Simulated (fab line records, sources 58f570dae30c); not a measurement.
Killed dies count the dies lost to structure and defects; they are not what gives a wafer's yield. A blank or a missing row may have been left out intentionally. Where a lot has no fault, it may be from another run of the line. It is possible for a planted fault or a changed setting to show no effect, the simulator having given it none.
Comparing a struck lot with a sound one || flow berkeleyCmos170 || 15 out of 331 route steps
Sound: wafers L447.2, L447.5, L447.6. Wafers L461.1, L461.5, L461.6 were the ones struck. The cause is named last.
At each step with rows: each side's tool, then ch and its chambers, then its first start. Under that, the readings that differ: sound wafers || struck wafers || difference of the means || sigmas: that difference in standard deviations of wafers without a fault.
alike: readings with means less than 2 such deviations apart, plus words and numbers identical on both sides. not compared: withheld readings, readings lacking a value on some wafer, bounds such as >300 that could conceal the same value, and numbers that have no deviation in the record and whose values overlap.
Wherever a step has rows on one side only, a row that says differs or no value, or a row with sigmas, the two part there. When numbers do not overlap yet have no deviation, they are printed without sigmas and do not part them. Lack of a reading on every wafer of one side parts them only where that side has two or more wafers.

UCB170_SACOX_THK_MEAS_02:
  sound: filmMetro-01 at day 6 19:15; struck: filmMetro-01 at day 9 17:41
  alike: SACOX_OXIDE_THK
then, 2 steps without rows for these wafers: UCB170_SCREENOX_WET_ETCH_00 (etches SiO2 in dHF, time 200 s); UCB170_SCREENOX_OXIDATION_01 (target thk 14.4 nm, ox time 2400 s).
UCB170_SCREENOX_THK_MEAS_02:
  sound: filmMetro-04 at day 7 01:11; struck: filmMetro-02 at day 9 22:21
  alike: SCREENOX_OXIDE_THK
then, 7 steps without rows for these wafers: UCB170_SCREENOX_ANNEAL_03 (time 900 s); UCB170_NVT_HMDS_00 (prime time 60 s); UCB170_NVT_COAT_01 (resist thk 909.7 nm); UCB170_NVT_SOFTBAKE_02 (time 60 s); UCB170_NVT_EXPOSE_03 (exposes mask PWELL, target cd 3000 nm); UCB170_NVT_PEB_04; UCB170_NVT_DEVELOP_05 (develop time 45 s).
UCB170_NVT_OVL_MEAS_06:
  sound: overlay-02 at day 7 07:52; struck: overlay-02 at day 10 04:43
  alike: NVT_OVL
UCB170_NVT_IMPLANT_07:
  sound on implanter-02 ch 0, day 7 07:56; struck on implanter-04 ch 0, day 10 04:45
{"reading": "doseIonsCm2", "sound": "3e+12 3.005e+12 3e+12", "struck": "2.848e+12 2.847e+12 2.841e+12", "difference": -1.563e+11, "sigmas": -41}
{"reading": "faradayCurrentUA", "sound": "9.71 9.34 9.49", "struck": "8.80 8.94 9.06", "difference": -0.58, "sigmas": -3}
UCB170_NVT_STRIP_08: strips in O2.
  sound on plasmaAsher-03 ch 0,1, day 7 08:03; struck on plasmaAsher-03 ch 0,1, day 10 04:54
{"reading": "stripTimeToEndpointS (s)", "sound": "21.98 22.05 22.14", "struck": "21.88 21.89 21.83", "difference": -0.19, "sigmas": -3}
  alike: drypumpMotorCurrentA, oesProductAu
  not compared: rfHoursCounterH
-- the record jumps here: 2 days lie between the struck wafers' starts before and after (it left off in module NVT and takes up again in module M3, whose first step shown is number 331 of the route) --
UCB170_M3_PROBE_99:
  sound: prober-02 at day 9 21:53; struck: prober-01 at day 12 15:41
{"reading": "model.etest.nmos_0p35.offLog10AUm", "sound": "-10.89 -11.03 -10.96", "struck": "-10.64 -10.82 -10.66", "difference": "+0.25", "sigmas": ""}
{"reading": "model.etest.ring.quietLog10A (angstrom)", "sound": "-8.638 -8.742 -8.616", "struck": "-8.537 -8.553 -8.441", "difference": "+0.155", "sigmas": ""}
{"reading": "model.etest.capNGate.cMinFfUm2", "sound": "1.242 1.235 1.237", "struck": "1.224 1.217 1.209", "difference": -0.021, "sigmas": ""}
{"reading": "model.etest.nmos_0p35.vtSatV (V)", "sound": "0.3285 0.3353 0.3401", "struck": "0.3218 0.321 0.3193", "difference": -0.0139, "sigmas": ""}
{"reading": "model.etest.nmos_0p6.vtSatV (V)", "sound": "0.4024 0.4104 0.4176", "struck": "0.3972 0.4016 0.394", "difference": -0.0125, "sigmas": ""}
{"reading": "model.etest.nmos_0p35.vtV (V)", "sound": "0.387 0.394 0.4008", "struck": "0.3831 0.3822 0.3797", "difference": -0.0123, "sigmas": ""}
{"reading": "model.etest.nmos_0p6.vtV (V)", "sound": "0.4269 0.4297 0.4413", "struck": "0.4208 0.4237 0.416", "difference": -0.0125, "sigmas": ""}
{"reading": "model.etest.nmos_0p35.vtLongV (V)", "sound": "0.487 0.4929 0.5014", "struck": "0.4851 0.4842 0.4774", "difference": -0.0115, "sigmas": ""}

## WHERE THEY PART
At UCB170_NVT_IMPLANT_07 first; at UCB170_NVT_STRIP_08 last (within this record only).

WHY: what the simulator had put in
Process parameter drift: implanter-04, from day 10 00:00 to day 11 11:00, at UCB170_NVT_IMPLANT_07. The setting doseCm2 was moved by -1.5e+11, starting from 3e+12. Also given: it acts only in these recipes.
